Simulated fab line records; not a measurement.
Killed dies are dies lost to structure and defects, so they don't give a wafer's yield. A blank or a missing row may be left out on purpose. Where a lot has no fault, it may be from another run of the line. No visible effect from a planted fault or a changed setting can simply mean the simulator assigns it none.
Split-lot trial + flow rit-cmos + route with 202 steps; 5 lots, 23 wafers read

== THE SPLIT ==
At RIT_NSD_COAT_01 (resist thk 1000 nm), the setting spin-rpm was moved away from the recipe's 3250 rpm on 8 of the 23 wafers read, by -4.6% to +6.9%. This setting was run at the recipe's value on the other wafers.

== FROM THE SPLIT TO THE READING: what the file shows between them, 3 steps ==
- RIT_NSD_SOFTBAKE_02: time 60 s
- RIT_NSD_EXPOSE_03: exposes mask M9, target cd 40700 nm
- RIT_NSD_DEVELOP_05: develop time 50 s

== THE READING ==
NOVOLAK_of_NSD_COAT_01.thk-nm (the simulator's own value, which no gauge read), in nm, at RIT_NSD_HARDBAKE_07 (time 60 s). The file gives no usual value for it. Here, 15 wafers ran the recipe; their average is 885.1 nm with a standard deviation of 2.1 nm.

| wafer  | tool, chamber at the split | spin-rpm as run, rpm | against the recipe | NOVOLAK_of_NSD_COAT_01.thk-nm, nm | against lot-mates on the recipe |
|--------|----------------------------|----------------------|--------------------|-----------------------------------|---------------------------------|
| L074.2 | litho-track-02, 0          | 3473                 | +6.9%              | 854.8                             | -28.6                           |
| L074.3 | litho-track-02, 0          | 3473                 | +6.9%              | 856.6                             | -26.8                           |
| L074.4 | litho-track-02, 0          | 3250                 | recipe             | 884                               | -                               |
| L074.5 | litho-track-02, 0          | 3250                 | recipe             | 882.8                             | -                               |
| L074.6 | litho-track-02, 0          | 3473                 | +6.9%              | 856.3                             | -27.1                           |
| L076.1 | litho-track-04, 0          | 3250                 | recipe             | 882.1                             | -                               |
| L076.4 | litho-track-04, 0          | 3250                 | recipe             | 882.2                             | -                               |
| L076.5 | litho-track-04, 0          | 3250                 | recipe             | 882.2                             | -                               |
| L079.1 | litho-track-04, 0          | 3250                 | recipe             | 886.4                             | -                               |
| L079.2 | litho-track-04, 0          | 3250                 | recipe             | 885.7                             | -                               |
| L079.3 | litho-track-04, 0          | 3250                 | recipe             | 883.9                             | -                               |
| L079.5 | litho-track-04, 0          | 3250                 | recipe             | 885.1                             | -                               |
| L079.6 | litho-track-04, 0          | 3250                 | recipe             | 886.5                             | -                               |
| L080.2 | litho-track-01, 0          | 3250                 | recipe             | 887.3                             | -                               |
| L080.3 | litho-track-01, 0          | 3101                 | -4.6%              | 908.7                             | +21.0                           |
| L080.4 | litho-track-01, 0          | 3250                 | recipe             | 888.1                             | -                               |
| L080.5 | litho-track-01, 0          | 3101                 | -4.6%              | 909.2                             | +21.5                           |
| L080.6 | litho-track-01, 0          | 3250                 | recipe             | 887.7                             | -                               |
| L085.1 | litho-track-02, 0          | 3250                 | recipe             | 887.1                             | -                               |
| L085.2 | litho-track-02, 0          | 3337                 | +2.7%              | 874.5                             | -12.1                           |
| L085.3 | litho-track-02, 0          | 3337                 | +2.7%              | 873.6                             | -13.0                           |
| L085.4 | litho-track-02, 0          | 3337                 | +2.7%              | 873                               | -13.6                           |
| L085.6 | litho-track-02, 0          | 3250                 | recipe             | 886.1                             | -                               |

THE FIT
A straight line over all 23 wafers: NOVOLAK_of_NSD_COAT_01.thk-nm changes by -4.51 nm for each +1% of spin-rpm; r = -0.99; the points scatter about the line by 2 nm.
The same after taking each lot's own level away (the mean of its wafers on the recipe; 23 wafers): -4.24 nm for each +1%; r = -1.00; scatter 1.2 nm.
On that fit, the largest move of spin-rpm shifts the reading by 29 nm.
The span of the lots' own levels, 882.17 to 887.70 nm, comes to 2.7 times the standard deviation stated above.
Consequently the slope shifts little with the lot-to-lot level, the two slopes agreeing.
Check: with one of the wafers moved furthest among these (+6.9%) left out of the fit, the line predicts -29 nm for it against its lot-mates. Against them it came out at -28.6 nm.

== THE WHOLE CHAIN: every reading that the file lists as answering this split, in the file's order ==
| step                | what it does       | reading                                                                        | change (the file's fit)              | r (the file's) |
|---------------------|--------------------|--------------------------------------------------------------------------------|--------------------------------------|----------------|
| RIT_NSD_COAT_01     | resist thk 1000 nm | NOVOLAK_of_NSD_COAT_01.thk-nm (the simulator's own value, which no gauge read) | -4.87 nm for each +1% of the setting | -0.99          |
| RIT_NSD_HARDBAKE_07 | time 60 s          | NOVOLAK_of_NSD_COAT_01.thk-nm (the simulator's own value, which no gauge read) | -4.26 nm for each +1% of the setting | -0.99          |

== FILE'S OWN FIT ==
NOVOLAK_of_NSD_COAT_01.thk-nm changes by -4.26 nm for each +1% of spin-rpm, r = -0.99.
